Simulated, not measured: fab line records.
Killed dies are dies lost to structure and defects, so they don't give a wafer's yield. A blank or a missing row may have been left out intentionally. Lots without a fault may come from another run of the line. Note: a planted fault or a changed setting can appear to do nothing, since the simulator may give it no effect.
fab line records	flow rit-cmos
record lots=14	wafers=42	last-day=7
route steps=202 shown M1@196
lots with no fault: from the same line, run without faults
start-h: hours from the record's first day to the start of the lot's first wafer shown	wait-h: time in hours since the lot's previous step	" repeats the value in the row above	L1.1+2: a single row standing in for several wafers	- no value, or no start given	* or withheld: withheld	< > ~ a bound
route shown NAME@n: NAME is a module with steps in the file, n the number in the route of the first one	usual: the fault-free wafers' mean and standard deviation	same: alike in all rows	chamber/n: place in a boat	sites: the reading at each site	_std_site: standard deviation of those values	_edge_site: mean of outer sites minus mean of inner sites	radius-mm: for every site, how far away it sits from the centre of the wafer	mask NAME#n: copy n	behind: the most recent tool/chamber to have shaped the wafer	hold: what put the lot on hold/how long, in hours/how the hold closed	device: transistor that didn't switch, given as n, p or np	end of line: the route-end tests of the same wafers	step lacking rows: just its recipe	killed: dies lost to structure and defects at the first sort, not the wafer's yield	map: a wafer's dies, marking killed ones x, the rest . and places with no die _
set.NAME: the setting that was run; set.NAME@STEP: the one run at that earlier step	model.NAME: the simulator's own value behind a step, which no gauge read
steps of the route over a sample of lots; a table a step, a row a wafer
services: a tool's chamber out of use, with start hour (start-h, from the record's first day; less than 0 if before it), hours out, and reason
## steps
# step RIT_M1_METAL_ETCH_12
# recipe stop-on=SiO2	chemistry=Cl2/BCl3	target=Al	time-s=165	over-etch-frac=0.5	pressure-mtorr=100	target-depth-a=6000	rf-w=250	Cl2_flow_sccm=60	bcl3-flow-sccm=50
# usual bcl3-flow-sccm=49.98/0.14	chamber-pressure-mTorr=100.00/0.09	drypump-motor-current-A=5.9/0.47	he-backside-leak-sccm=3.27/0.21	oes-product-au=0.774/0.011	over-etch-frac=0.5/0	throttle-valve-pct=8.24/0.14
lot.wafer	tool	chamber	start-h	wait-h	bcl3-flow-sccm	chamber-pressure-mTorr	drypump-motor-current-A	he-backside-leak-sccm	oes-product-au	over-etch-frac	rf-hours-counter-h	throttle-valve-pct
L384.3	rie-metal-04	1	59.41	0.2	49.83	100.04	5.4	3.18	0.784	0.5	-	8.04
L384.4	"	0	"	"	50.12	100.19	6.2	3.44	0.767	0.5	-	8.16
L384.6	"	1	"	"	49.79	100.04	5.3	3.17	0.770	0.5	-	8.05
L385.2	rie-metal-01	0	67.00	0.2	50.15	100.02	5.9	3.34	0.772	0.5	37	8.41
L385.4	"	0	"	"	50.30	100.02	5.9	3.38	0.788	0.5	-	8.42
L385.6	"	0	"	"	49.96	100.06	5.9	3.37	0.784	0.5	-	8.41
L387.1	rie-metal-04	0	73.72	0.2	49.78	99.95	6.2	3.49	0.758	0.5	1	8.15
L387.3	"	1	"	"	49.99	100.02	5.3	3.15	0.767	0.5	-	8.04
L387.6	"	0	"	"	50.02	100.04	6.2	3.39	0.762	0.5	-	8.17
L388.1	rie-metal-01	0	87.21	0.2	49.83	99.88	5.9	3.55	0.779	0.5	37	8.42
L388.5	"	0	"	"	49.97	99.88	5.9	3.58	0.783	0.5	-	8.41
L388.6	"	0	"	"	50.03	100.07	5.9	3.68	0.771	0.5	-	8.41
L389.1	rie-metal-02	1	92.30	0.2	49.94	100.05	6.2	2.98	0.773	0.5	3	8.13
L389.2	"	0	"	"	50.08	99.97	5.3	3.21	0.772	0.5	3	8.40
L389.4	"	1	"	"	49.93	99.97	6.2	3.11	0.776	0.5	-	8.15
L390.2	rie-metal-04	0	92.96	0.2	50.08	99.91	6.3	3.59	0.765	0.5	1	8.15
L390.4	"	1	"	"	49.97	99.92	5.3	3.16	0.755	0.5	-	8.05
L390.6	"	0	"	"	50.10	99.90	6.3	3.49	0.758	0.5	-	8.17
L393.3	rie-metal-01	0	114.87	0.2	49.76	100.09	5.9	3.73	0.766	0.61948	-	8.43
L393.4	"	1	"	"	50.13	100.08	6.7	3.29	0.794	0.5	-	8.29
L393.6	"	1	"	"	50.13	100.13	6.7	3.20	0.803	0.5	-	8.30
L397.2	rie-metal-01	0	125.75	0.2	49.85	99.97	5.9	3.71	0.750	0.61948	38	8.43
L397.5	"	0	"	"	49.99	100.04	6.0	3.64	0.750	0.61948	-	8.43
L397.6	"	1	"	"	49.87	99.94	6.7	3.23	0.781	0.5	-	8.29
L398.2	rie-metal-02	0	129.46	0.2	50.17	100.04	5.3	3.03	0.774	0.5	3	8.40
L398.3	"	0	"	"	50.17	99.93	5.3	3.06	0.781	0.5	-	8.39
L398.5	"	1	"	"	50.01	99.98	6.2	2.96	0.771	0.5	-	8.15
L400.2	rie-metal-02	1	140.00	0.2	50.06	99.86	6.2	3.28	0.780	0.5	3	8.13
L400.4	"	0	"	"	50.17	99.93	5.3	3.15	0.778	0.5	-	8.42
L400.6	"	1	"	"	49.81	99.95	6.2	3.08	0.771	0.5	-	8.15
L401.3	rie-metal-04	1	146.35	0.2	49.98	99.99	5.3	3.09	0.758	0.5	-	8.04
L401.4	"	0	"	"	49.85	100.04	6.3	3.41	0.760	0.5	-	8.15
L401.5	"	0	"	"	50.10	99.92	6.3	3.58	0.773	0.5	-	8.17
L402.1	rie-metal-02	1	151.09	0.2	49.88	100.00	6.2	2.95	0.764	0.5	3	8.16
L402.4	"	0	"	"	49.87	100.03	5.3	3.21	0.780	0.5	-	8.39
L402.5	"	1	"	"	49.98	99.92	6.2	3.21	0.781	0.5	-	8.15
L404.1	rie-metal-04	1	162.57	0.2	50.13	99.91	5.4	3.18	0.766	0.5	2	8.05
L404.2	"	0	"	"	49.95	99.93	6.3	3.53	0.776	0.5	2	8.15
L404.6	"	1	"	"	50.12	100.13	5.3	3.19	0.781	0.5	-	8.06
L405.1	rie-metal-02	0	172.03	0.2	49.84	99.92	5.4	3.21	0.772	0.5	4	8.39
L405.3	"	0	"	"	49.65	100.08	5.3	3.19	0.773	0.5	-	8.40
L405.5	"	0	"	"	49.98	100.16	5.3	3.21	0.773	0.5	-	8.39
# step RIT_M1_PROBE_99
# usual defect-limited-yield=97.5/1.2	killed-at-contacts=0.1/0.32	killed-at-front-end=6/3.1	killed-dies=7/3.2	killed-open=3.1/1.9	killed-short=3.5/2.2	sort_bin_3_pad_short=0.2/0.24	sort_bin_5_function=1.5/0.86	sort_bin_6_memory=0.9/0.59	sort-n-pass=257/3.2	sort-yield-pct=97.5/1.2
# same gross-dies=264	killed_at_M0_to_M3=0	killed_at_M4_up=0	killed-at-back-side=0	killed-at-other=0
lot.wafer	tool	chamber	start-h	wait-h	defect-limited-yield[%]	killed-at-contacts	killed-at-front-end	killed-dies	killed-open	killed-short	sort_bin_3_pad_short[%]	sort_bin_5_function[%]	sort_bin_6_memory[%]	sort-n-pass	sort-yield-pct[%]
L384.3	prober-01	-	61.72	0.2	97.0	0	8	8	4	4	0.4	1.1	1.5	256	97.0
L384.4	prober-01	-	61.77	0.2	97.3	0	7	7	3	4	0	0.4	2.3	257	97.3
L384.6	prober-01	-	61.87	0.2	97.0	0	8	8	3	5	0	2.3	0.8	256	97.0
L385.2	prober-02	-	69.30	0.1	97.7	0	6	6	3	3	0.4	1.1	0.8	258	97.7
L385.4	prober-02	-	69.40	0.2	97.3	0	7	7	3	4	0.4	1.1	1.1	257	97.3
L385.6	prober-02	-	69.50	0.2	97.0	0	8	8	4	4	0	1.9	1.1	256	97.0
L387.1	prober-01	-	75.97	0.1	98.1	0	5	5	2	3	0	1.1	0.8	259	98.1
L387.3	prober-01	-	76.07	0.2	98.5	0	4	4	2	2	0	1.5	0	260	98.5
L387.6	prober-01	-	76.22	0.2	99.2	1	1	2	2	0	0	0.8	0	262	99.2
L388.1	prober-02	-	89.63	0.1	99.2	0	2	2	2	0	0	0.8	0	262	99.2
L388.5	prober-02	-	89.83	0.2	95.8	1	10	11	4	7	0.4	1.9	1.9	253	95.8
L388.6	prober-02	-	89.88	0.2	98.5	0	4	4	1	3	0.4	0.8	0.4	260	98.5
L389.1	prober-01	-	94.56	0.1	97.3	0	7	7	5	2	0	2.3	0.4	257	97.3
L389.2	prober-01	-	94.61	0.1	98.1	0	5	5	4	1	0	0.8	1.1	259	98.1
L389.4	prober-01	-	94.71	0.2	98.9	0	3	3	0	3	0	0.4	0.8	261	98.9
L390.2	prober-02	-	96.11	0.1	98.5	0	4	4	3	1	0	0.8	0.8	260	98.5
L390.4	prober-02	-	96.21	0.2	97.0	0	8	8	5	3	0	2.3	0.8	256	97.0
L390.6	prober-02	-	96.31	0.2	99.2	0	2	2	1	1	0	0.4	0.4	262	99.2
L393.3	prober-02	-	117.41	0.2	97.3	0	7	7	2	5	0	1.5	1.1	257	97.3
L393.4	prober-02	-	117.46	0.2	98.5	0	4	4	4	0	0	0.8	0.8	260	98.5
L393.6	prober-02	-	117.56	0.2	97.3	1	6	7	4	3	0	2.3	0.4	257	97.3
L397.2	prober-01	-	128.05	0.1	97.0	0	8	8	6	2	0.4	1.5	1.1	256	97.0
L397.5	prober-01	-	128.20	0.2	97.3	0	7	7	1	6	0.4	0.8	1.5	257	97.3
L397.6	prober-01	-	128.25	0.2	98.9	0	3	3	3	0	0	0.8	0.4	261	98.9
L398.2	prober-02	-	131.76	0.1	96.2	0	10	10	1	9	0.4	1.9	1.5	254	96.2
L398.3	prober-02	-	131.81	0.2	99.6	0	1	1	1	0	0	0	0.4	263	99.6
L398.5	prober-02	-	131.91	0.2	98.5	0	4	4	2	2	0.4	0.4	0.8	260	98.5
L400.2	prober-02	-	142.30	0.1	96.6	0	9	9	4	5	0	1.9	1.5	255	96.6
L400.4	prober-02	-	142.40	0.2	98.5	0	4	4	3	1	0	0	1.5	260	98.5
L400.6	prober-02	-	142.50	0.2	98.1	1	4	5	1	4	0	1.5	0.4	259	98.1
L401.3	prober-01	-	148.64	0.2	95.8	0	11	11	5	6	0	2.3	1.9	253	95.8
L401.4	prober-01	-	148.69	0.2	98.1	0	5	5	1	4	0	1.5	0.4	259	98.1
L401.5	prober-01	-	148.74	0.2	96.6	0	9	9	2	7	0.4	1.9	1.1	255	96.6
L402.1	prober-02	-	153.35	0.1	98.9	0	3	3	2	1	0	0.8	0.4	261	98.9
L402.4	prober-02	-	153.50	0.2	98.9	0	3	3	1	2	0	1.1	0	261	98.9
L402.5	prober-02	-	153.55	0.2	97.7	0	6	6	4	2	0	1.5	0.8	258	97.7
L404.1	prober-02	-	164.82	0.1	96.6	0	9	9	5	4	0	1.9	1.5	255	96.6
L404.2	prober-02	-	164.87	0.1	95.8	1	10	11	6	5	0.4	1.9	1.9	253	95.8
L404.6	prober-02	-	165.07	0.2	96.2	0	10	10	3	7	0.8	1.1	1.9	254	96.2
L405.1	prober-02	-	174.28	0.1	97.0	0	8	8	3	5	0.8	1.1	1.1	256	97.0
L405.3	prober-02	-	174.38	0.2	96.6	0	9	9	4	5	0	2.7	0.8	255	96.6
L405.5	prober-02	-	174.48	0.2	97.7	0	6	6	2	4	0.4	0.8	1.1	258	97.7
# killed by level:class
L384.3 GATE:geometric-particle:open=3 GATE:geometric-particle:short=2 SILICIDE:geometric-particle:short=2 FOX1:geometric-particle:open=1
L384.4 GATE:geometric-particle:short=4 GATE:geometric-particle:open=3
L384.6 GATE:geometric-particle:short=4 REOX:geometric-particle:open=2 GATE:geometric-particle:open=1 REOX:geometric-particle:short=1
L385.2 GATE:geometric-particle:short=2 GATE:geometric-particle:open=1 REOX:geometric-particle:open=1 REOX:geometric-particle:short=1 SILICIDE:geometric-particle:open=1
L385.4 GATE:geometric-particle:short=2 FOX1:geometric-particle:open=1 GATE:geometric-particle:open=1 REOX:geometric-particle:short=1 SPACER:geometric-particle:short=1 SPACER:geometric-particle:open=1
L385.6 FOX1:geometric-particle:open=2 SPACER:geometric-particle:short=2 FOX1:geometric-particle:short=1 FOX2:geometric-particle:open=1 GATE:geometric-particle:open=1 REOX:geometric-particle:short=1
L387.1 GATE:geometric-particle:short=2 GATE:geometric-particle:open=1 REOX:geometric-particle:open=1 SPACER:geometric-particle:short=1
L387.3 GATE:geometric-particle:open=1 GATE:geometric-particle:short=1 REOX:geometric-particle:open=1 SPACER:geometric-particle:short=1
L387.6 REOX:geometric-particle:open=1 CONTACT:geometric-particle:open=1
L388.1 FOX2:geometric-particle:open=1 GATE:geometric-particle:open=1
L388.5 FOX1:geometric-particle:open=2 FOX1:geometric-particle:short=2 SPACER:geometric-particle:short=2 FOX2:geometric-particle:open=1 GATE:geometric-particle:short=1 SPACER:geometric-particle:open=1 SILICIDE:geometric-particle:short=1 CONTACT:geometric-particle:short=1
L388.6 GATE:geometric-particle:short=2 SPACER:geometric-particle:open=1 SILICIDE:geometric-particle:short=1
L389.1 REOX:geometric-particle:open=4 GATE:geometric-particle:short=1 SPACER:geometric-particle:short=1 SPACER:geometric-particle:open=1
L389.2 REOX:geometric-particle:open=3 GATE:geometric-particle:open=1 REOX:geometric-particle:short=1
L389.4 FOX1:geometric-particle:short=1 GATE:geometric-particle:short=1 REOX:geometric-particle:short=1
L390.2 FOX1:geometric-particle:open=2 GATE:geometric-particle:open=1 SPACER:geometric-particle:short=1
L390.4 FOX1:geometric-particle:open=2 GATE:geometric-particle:open=2 FOX1:geometric-particle:short=1 GATE:geometric-particle:short=1 REOX:geometric-particle:open=1 SILICIDE:geometric-particle:short=1
L390.6 GATE:geometric-particle:short=1 SPACER:geometric-particle:open=1
L393.3 SPACER:geometric-particle:short=2 FOX1:geometric-particle:short=1 FOX2:geometric-particle:open=1 REOX:geometric-particle:short=1 SPACER:geometric-particle:open=1 SILICIDE:geometric-particle:short=1
L393.4 GATE:geometric-particle:open=3 REOX:geometric-particle:open=1
L393.6 GATE:geometric-particle:short=2 GATE:geometric-particle:open=1 REOX:geometric-particle:open=1 SPACER:geometric-particle:short=1 SPACER:geometric-particle:open=1 CONTACT:geometric-particle:open=1
L397.2 GATE:geometric-particle:open=3 REOX:geometric-particle:short=2 FOX1:geometric-particle:open=1 FOX2:geometric-particle:open=1 REOX:geometric-particle:open=1
L397.5 FOX1:geometric-particle:short=2 SPACER:geometric-particle:short=2 GATE:geometric-particle:short=1 GATE:geometric-particle:open=1 REOX:geometric-particle:short=1
L397.6 GATE:geometric-particle:open=1 REOX:geometric-particle:open=1 SILICIDE:geometric-particle:open=1
L398.2 REOX:geometric-particle:short=4 GATE:geometric-particle:short=3 FOX1:geometric-particle:short=1 FOX2:geometric-particle:open=1 SILICIDE:geometric-particle:short=1
L398.3 REOX:geometric-particle:open=1
L398.5 GATE:geometric-particle:short=2 SPACER:geometric-particle:open=1 SILICIDE:geometric-particle:open=1
L400.2 GATE:geometric-particle:short=4 SILICIDE:geometric-particle:open=2 FOX1:geometric-particle:open=1 SPACER:geometric-particle:open=1 SILICIDE:geometric-particle:short=1
L400.4 FOX1:geometric-particle:short=1 FOX2:geometric-particle:open=1 GATE:geometric-particle:open=1 SILICIDE:geometric-particle:open=1
L400.6 FOX2:geometric-particle:short=2 GATE:geometric-particle:open=1 CONTACT:geometric-particle:short=1 STARTING-WAFER:geometric-particle:short=1
L401.3 GATE:geometric-particle:open=3 GATE:geometric-particle:short=3 FOX1:geometric-particle:short=1 FOX2:geometric-particle:open=1 FOX2:geometric-particle:short=1 SPACER:geometric-particle:open=1 SILICIDE:geometric-particle:short=1
L401.4 GATE:geometric-particle:short=2 FOX1:geometric-particle:short=1 FOX2:geometric-particle:open=1 SILICIDE:geometric-particle:short=1
L401.5 GATE:geometric-particle:short=4 SILICIDE:geometric-particle:short=2 FOX2:geometric-particle:short=1 GATE:geometric-particle:open=1 SILICIDE:geometric-particle:open=1
L402.1 FOX1:geometric-particle:short=1 FOX1:geometric-particle:open=1 REOX:geometric-particle:open=1
L402.4 GATE:geometric-particle:short=2 GATE:geometric-particle:open=1
L402.5 SPACER:geometric-particle:open=2 FOX1:geometric-particle:short=1 FOX1:geometric-particle:open=1 GATE:geometric-particle:short=1 GATE:geometric-particle:open=1
L404.1 GATE:geometric-particle:short=2 GATE:geometric-particle:open=2 SPACER:geometric-particle:open=2 FOX1:geometric-particle:short=1 FOX1:geometric-particle:open=1 SILICIDE:geometric-particle:short=1
L404.2 GATE:geometric-particle:open=3 SPACER:geometric-particle:short=2 SILICIDE:geometric-particle:short=2 FOX1:geometric-particle:open=1 GATE:geometric-particle:short=1 SILICIDE:geometric-particle:open=1 CONTACT:geometric-particle:open=1
L404.6 GATE:geometric-particle:short=4 GATE:geometric-particle:open=1 REOX:geometric-particle:short=1 REOX:geometric-particle:open=1 SPACER:geometric-particle:short=1 SPACER:geometric-particle:open=1 SILICIDE:geometric-particle:short=1
L405.1 GATE:geometric-particle:short=5 GATE:geometric-particle:open=3
L405.3 GATE:geometric-particle:open=4 GATE:geometric-particle:short=3 REOX:geometric-particle:short=2
L405.5 GATE:geometric-particle:short=3 FOX2:geometric-particle:short=1 GATE:geometric-particle:open=1 SPACER:geometric-particle:open=1
## services
tool	chamber	start-h	hours	kind
rie-metal-01	1	86.08	21.7	repair
rie-metal-02	1	86.76	3.3	repair
rie-metal-01	-	136.12	20.0	pm
rie-metal-01	0	136.12	20.0	vent-cycle
rie-metal-01	1	136.12	20.0	vent-cycle
rie-metal-01	0	156.12	-	clean
rie-metal-01	1	156.12	-	clean
## key
first-sign step=RIT_M1_METAL_ETCH_12	reading=over-etch-frac	direction=up	sigmas=99+	usual=0.5	struck=0.61948
effect none on later readings
met-at RIT_M1_METAL_ETCH_12
struck-lots L393,L397
struck-wafers L393.3,L397.2,L397.5
onset-between 87.21 114.87
fault kind=process-parameter-drift	tool=rie-metal-01	chamber=0	onset-h=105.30	steps=RIT_M1_METAL_ETCH_12	channel=over-etch-frac	offset=0.11948	shape=step	end-h=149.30	stated=0.5
